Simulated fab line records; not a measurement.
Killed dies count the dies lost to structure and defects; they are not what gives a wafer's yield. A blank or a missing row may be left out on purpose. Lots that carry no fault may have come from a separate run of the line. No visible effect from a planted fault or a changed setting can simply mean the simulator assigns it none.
fab line records / flow berkeley_cmos170
record: lots: 14 wafers: 42 last_day: 11
route steps=331 shown NLDD@166 M2@287
lots that met no fault: from a run of the same line without faults
start_h: hours from the record's first day to the start of the lot's first wafer shown / wait_h: time in hours since the lot's previous step / " repeats the value in the row above / L1.1+2: a single row standing in for several wafers / - value missing, or start not given / * or withheld: withheld / < > ~ a bound
route shown NAME@n: NAME is a module with steps in the file, n the number in the route of the first one / usual: mean/standard deviation of fault-free wafers / same: alike in all rows / chamber/n: place in a boat / sites: per-site readings / _std_site: standard deviation of those values / _edge_site: mean of outer sites minus mean of inner sites / radius_mm: for every site, how far away it sits from the centre of the wafer / mask NAME#n: copy n / behind: the most recent tool/chamber to have shaped the wafer / hold: the reason the lot was held/the length of the hold in hours/how it ended / device: the transistor (n, p or np) that didn't switch / end of line: the route-end tests of the same wafers / a step without rows: its recipe alone / killed: count of dies lost to structure and defects at first sort (not the wafer's yield) / map: a wafer's dies, x killed, . not, _ none there
set.NAME: the setting the step ran with; set.NAME@STEP: the setting that earlier step ran with / model.NAME: the simulator's own value behind a step, which no gauge read
one table for each step of the route and one row for each wafer, over a sample of lots
services: from which hour (start_h, from the record's first day; less than 0 if before it) a tool's chamber was out of use, for how many hours, and why
== steps ==
step: UCB170_NLDD_IMPLANT_08
recipe: species: As dose_cm2: 5e+13 energy_kev: 30 tilt_deg: 7 rotation_deg: 0
usual: beam_energy_keV: 30.001/0.0084
lot.wafer=L680.1 tool=implanter-04 chamber=0 start_h=127.89 wait_h=0.0 beam_energy_keV=29.995
lot.wafer=L680.2 tool=implanter-04 chamber=0 start_h=127.89 wait_h=0.0 beam_energy_keV=29.992
lot.wafer=L680.3 tool=implanter-04 chamber=0 start_h=127.89 wait_h=0.0 beam_energy_keV=30.000
lot.wafer=L679.1 tool=implanter-04 chamber=0 start_h=128.66 wait_h=0.0 beam_energy_keV=30.013
lot.wafer=L679.3 tool=implanter-04 chamber=0 start_h=128.66 wait_h=0.0 beam_energy_keV=30.010
lot.wafer=L679.6 tool=implanter-04 chamber=0 start_h=128.66 wait_h=0.0 beam_energy_keV=29.991
lot.wafer=L681.1 tool=implanter-03 chamber=0 start_h=138.71 wait_h=0.0 beam_energy_keV=30.006
lot.wafer=L681.5 tool=implanter-03 chamber=0 start_h=138.71 wait_h=0.0 beam_energy_keV=30.006
lot.wafer=L681.6 tool=implanter-03 chamber=0 start_h=138.71 wait_h=0.0 beam_energy_keV=29.999
lot.wafer=L683.1 tool=implanter-03 chamber=0 start_h=151.27 wait_h=0.0 beam_energy_keV=29.991
lot.wafer=L683.4 tool=implanter-03 chamber=0 start_h=151.27 wait_h=0.0 beam_energy_keV=29.999
lot.wafer=L683.5 tool=implanter-03 chamber=0 start_h=151.27 wait_h=0.0 beam_energy_keV=29.998
lot.wafer=L685.1 tool=implanter-04 chamber=0 start_h=166.36 wait_h=0.0 beam_energy_keV=30.016
lot.wafer=L685.3 tool=implanter-04 chamber=0 start_h=166.36 wait_h=0.0 beam_energy_keV=30.004
lot.wafer=L685.4 tool=implanter-04 chamber=0 start_h=166.36 wait_h=0.0 beam_energy_keV=30.011
lot.wafer=L686.2 tool=implanter-03 chamber=0 start_h=167.80 wait_h=0.0 beam_energy_keV=30.004
lot.wafer=L686.3 tool=implanter-03 chamber=0 start_h=167.80 wait_h=0.0 beam_energy_keV=30.010
lot.wafer=L686.5 tool=implanter-03 chamber=0 start_h=167.80 wait_h=0.0 beam_energy_keV=29.989
lot.wafer=L687.4 tool=implanter-04 chamber=0 start_h=179.47 wait_h=0.1 beam_energy_keV=29.986
lot.wafer=L687.5 tool=implanter-04 chamber=0 start_h=179.47 wait_h=0.1 beam_energy_keV=29.999
lot.wafer=L687.6 tool=implanter-04 chamber=0 start_h=179.47 wait_h=0.1 beam_energy_keV=30.000
lot.wafer=L688.1 tool=implanter-03 chamber=0 start_h=180.71 wait_h=0.0 beam_energy_keV=29.998
lot.wafer=L688.3 tool=implanter-03 chamber=0 start_h=180.71 wait_h=0.0 beam_energy_keV=30.006
lot.wafer=L688.5 tool=implanter-03 chamber=0 start_h=180.71 wait_h=0.0 beam_energy_keV=29.984
lot.wafer=L691.3 tool=implanter-03 chamber=0 start_h=195.57 wait_h=0.1 beam_energy_keV=29.420
lot.wafer=L691.4 tool=implanter-03 chamber=0 start_h=195.57 wait_h=0.1 beam_energy_keV=29.431
lot.wafer=L691.6 tool=implanter-03 chamber=0 start_h=195.57 wait_h=0.1 beam_energy_keV=29.435
lot.wafer=L695.2 tool=implanter-03 chamber=0 start_h=207.40 wait_h=0.0 beam_energy_keV=29.422
lot.wafer=L695.4 tool=implanter-03 chamber=0 start_h=207.40 wait_h=0.0 beam_energy_keV=29.433
lot.wafer=L695.6 tool=implanter-03 chamber=0 start_h=207.40 wait_h=0.0 beam_energy_keV=29.419
lot.wafer=L696.1 tool=implanter-02 chamber=0 start_h=213.43 wait_h=0.0 beam_energy_keV=30.005
lot.wafer=L696.3 tool=implanter-02 chamber=0 start_h=213.43 wait_h=0.0 beam_energy_keV=30.016
lot.wafer=L696.5 tool=implanter-02 chamber=0 start_h=213.43 wait_h=0.0 beam_energy_keV=30.014
lot.wafer=L698.1 tool=implanter-02 chamber=0 start_h=229.12 wait_h=0.0 beam_energy_keV=30.007
lot.wafer=L698.3 tool=implanter-02 chamber=0 start_h=229.12 wait_h=0.0 beam_energy_keV=29.995
lot.wafer=L698.5 tool=implanter-02 chamber=0 start_h=229.12 wait_h=0.0 beam_energy_keV=30.000
lot.wafer=L701.2 tool=implanter-04 chamber=0 start_h=230.84 wait_h=0.0 beam_energy_keV=30.007
lot.wafer=L701.3 tool=implanter-04 chamber=0 start_h=230.84 wait_h=0.0 beam_energy_keV=30.010
lot.wafer=L701.6 tool=implanter-04 chamber=0 start_h=230.84 wait_h=0.0 beam_energy_keV=30.000
lot.wafer=L702.1 tool=implanter-02 chamber=0 start_h=231.62 wait_h=0.0 beam_energy_keV=30.001
lot.wafer=L702.2 tool=implanter-02 chamber=0 start_h=231.62 wait_h=0.0 beam_energy_keV=30.005
lot.wafer=L702.4 tool=implanter-02 chamber=0 start_h=231.62 wait_h=0.0 beam_energy_keV=30.010
step: UCB170_M2_OVL_MEAS_16
usual: M2_OVL: -3/5
lot.wafer=L680.1 tool=overlay-02 chamber=- start_h=155.20 wait_h=0.1 M2_OVL[nm]=-4
lot.wafer=L680.2 tool=overlay-02 chamber=- start_h=155.20 wait_h=0.1 M2_OVL[nm]=-4
lot.wafer=L680.3 tool=overlay-02 chamber=- start_h=155.20 wait_h=0.1 M2_OVL[nm]=-2
lot.wafer=L679.1 tool=overlay-01 chamber=- start_h=162.29 wait_h=0.1 M2_OVL[nm]=1
lot.wafer=L679.3 tool=overlay-01 chamber=- start_h=162.29 wait_h=0.1 M2_OVL[nm]=1
lot.wafer=L679.6 tool=overlay-01 chamber=- start_h=162.29 wait_h=0.1 M2_OVL[nm]=0
lot.wafer=L681.1 tool=overlay-01 chamber=- start_h=167.29 wait_h=0.1 M2_OVL[nm]=-7
lot.wafer=L681.5 tool=overlay-01 chamber=- start_h=167.29 wait_h=0.1 M2_OVL[nm]=-7
lot.wafer=L681.6 tool=overlay-01 chamber=- start_h=167.29 wait_h=0.1 M2_OVL[nm]=-2
lot.wafer=L683.1 tool=overlay-02 chamber=- start_h=180.78 wait_h=0.1 M2_OVL[nm]=-9
lot.wafer=L683.4 tool=overlay-02 chamber=- start_h=180.78 wait_h=0.1 M2_OVL[nm]=-5
lot.wafer=L683.5 tool=overlay-02 chamber=- start_h=180.78 wait_h=0.1 M2_OVL[nm]=-12
lot.wafer=L686.2 tool=overlay-02 chamber=- start_h=192.62 wait_h=0.1 M2_OVL[nm]=-9
lot.wafer=L686.3 tool=overlay-02 chamber=- start_h=192.62 wait_h=0.1 M2_OVL[nm]=-2
lot.wafer=L686.5 tool=overlay-02 chamber=- start_h=192.62 wait_h=0.1 M2_OVL[nm]=-9
lot.wafer=L685.1 tool=overlay-02 chamber=- start_h=192.88 wait_h=0.1 M2_OVL[nm]=-3
lot.wafer=L685.3 tool=overlay-02 chamber=- start_h=192.88 wait_h=0.1 M2_OVL[nm]=0
lot.wafer=L685.4 tool=overlay-02 chamber=- start_h=192.88 wait_h=0.1 M2_OVL[nm]=-2
lot.wafer=L687.4 tool=overlay-02 chamber=- start_h=214.52 wait_h=0.1 M2_OVL[nm]=1
lot.wafer=L687.5 tool=overlay-02 chamber=- start_h=214.52 wait_h=0.1 M2_OVL[nm]=-2
lot.wafer=L687.6 tool=overlay-02 chamber=- start_h=214.52 wait_h=0.1 M2_OVL[nm]=-4
lot.wafer=L688.1 tool=overlay-02 chamber=- start_h=214.62 wait_h=0.1 M2_OVL[nm]=-3
lot.wafer=L688.3 tool=overlay-02 chamber=- start_h=214.62 wait_h=0.1 M2_OVL[nm]=5
lot.wafer=L688.5 tool=overlay-02 chamber=- start_h=214.62 wait_h=0.1 M2_OVL[nm]=2
lot.wafer=L691.3 tool=overlay-01 chamber=- start_h=229.89 wait_h=0.1 M2_OVL[nm]=-8
lot.wafer=L691.4 tool=overlay-01 chamber=- start_h=229.89 wait_h=0.1 M2_OVL[nm]=-7
lot.wafer=L691.6 tool=overlay-01 chamber=- start_h=229.89 wait_h=0.1 M2_OVL[nm]=-10
lot.wafer=L695.2 tool=overlay-02 chamber=- start_h=242.15 wait_h=0.1 M2_OVL[nm]=-7
lot.wafer=L695.4 tool=overlay-02 chamber=- start_h=242.15 wait_h=0.1 M2_OVL[nm]=-4
lot.wafer=L695.6 tool=overlay-02 chamber=- start_h=242.15 wait_h=0.1 M2_OVL[nm]=-1
lot.wafer=L696.1 tool=overlay-01 chamber=- start_h=242.42 wait_h=0.1 M2_OVL[nm]=2
lot.wafer=L696.3 tool=overlay-01 chamber=- start_h=242.42 wait_h=0.1 M2_OVL[nm]=-6
lot.wafer=L696.5 tool=overlay-01 chamber=- start_h=242.42 wait_h=0.1 M2_OVL[nm]=-5
lot.wafer=L701.2 tool=overlay-02 chamber=- start_h=261.77 wait_h=0.1 M2_OVL[nm]=-4
lot.wafer=L701.3 tool=overlay-02 chamber=- start_h=261.77 wait_h=0.1 M2_OVL[nm]=-5
lot.wafer=L701.6 tool=overlay-02 chamber=- start_h=261.77 wait_h=0.1 M2_OVL[nm]=7
lot.wafer=L698.1 tool=overlay-02 chamber=- start_h=262.13 wait_h=0.1 M2_OVL[nm]=-7
lot.wafer=L698.3 tool=overlay-02 chamber=- start_h=262.13 wait_h=0.1 M2_OVL[nm]=-1
lot.wafer=L698.5 tool=overlay-02 chamber=- start_h=262.13 wait_h=0.1 M2_OVL[nm]=-1
lot.wafer=L702.1 tool=overlay-02 chamber=- start_h=263.21 wait_h=0.1 M2_OVL[nm]=-3
lot.wafer=L702.2 tool=overlay-02 chamber=- start_h=263.21 wait_h=0.1 M2_OVL[nm]=-11
lot.wafer=L702.4 tool=overlay-02 chamber=- start_h=263.21 wait_h=0.1 M2_OVL[nm]=-9
== services ==
tool=implanter-04 chamber=- start_h=109.04 hours=15.3 kind=repair
tool=implanter-04 chamber=- start_h=121.04 hours=5.4 kind=repair
tool=implanter-04 chamber=- start_h=145.59 hours=6.1 kind=repair
tool=implanter-02 chamber=- start_h=176.30 hours=3.1 kind=repair
tool=implanter-03 chamber=- start_h=191.76 hours=2.3 kind=repair
tool=implanter-03 chamber=- start_h=213.47 hours=4.7 kind=pm
tool=implanter-04 chamber=- start_h=225.03 hours=5.1 kind=pm
== key ==
first_sign: step: UCB170_NLDD_IMPLANT_08 reading: beam_energy_keV direction: down sigmas: 68 usual: 30.001 struck: 29.427
effect none on later readings
met_at UCB170_NLDD_IMPLANT_08
struck_lots L691,L695
tester_left_out L691,L695
not_acting_at UCB170_M2_OVL_MEAS_16
onset_between 180.71 195.57
fault: kind: process_parameter_drift tool: implanter-03 chamber: - onset_h: 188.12 steps: UCB170_NLDD_IMPLANT_08 channel: energy_kev offset: -0.57384 shape: step end_h: 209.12 acts_in: these_recipes_only stated: 30
tester_left_out: of these lots the tester's yield and bins aren't shown, on N5 and GAA mostly nor the transistor test; their killed dies are dies lost to structure and defects alone, not to doping, threshold or leakage, so they don't give the yield
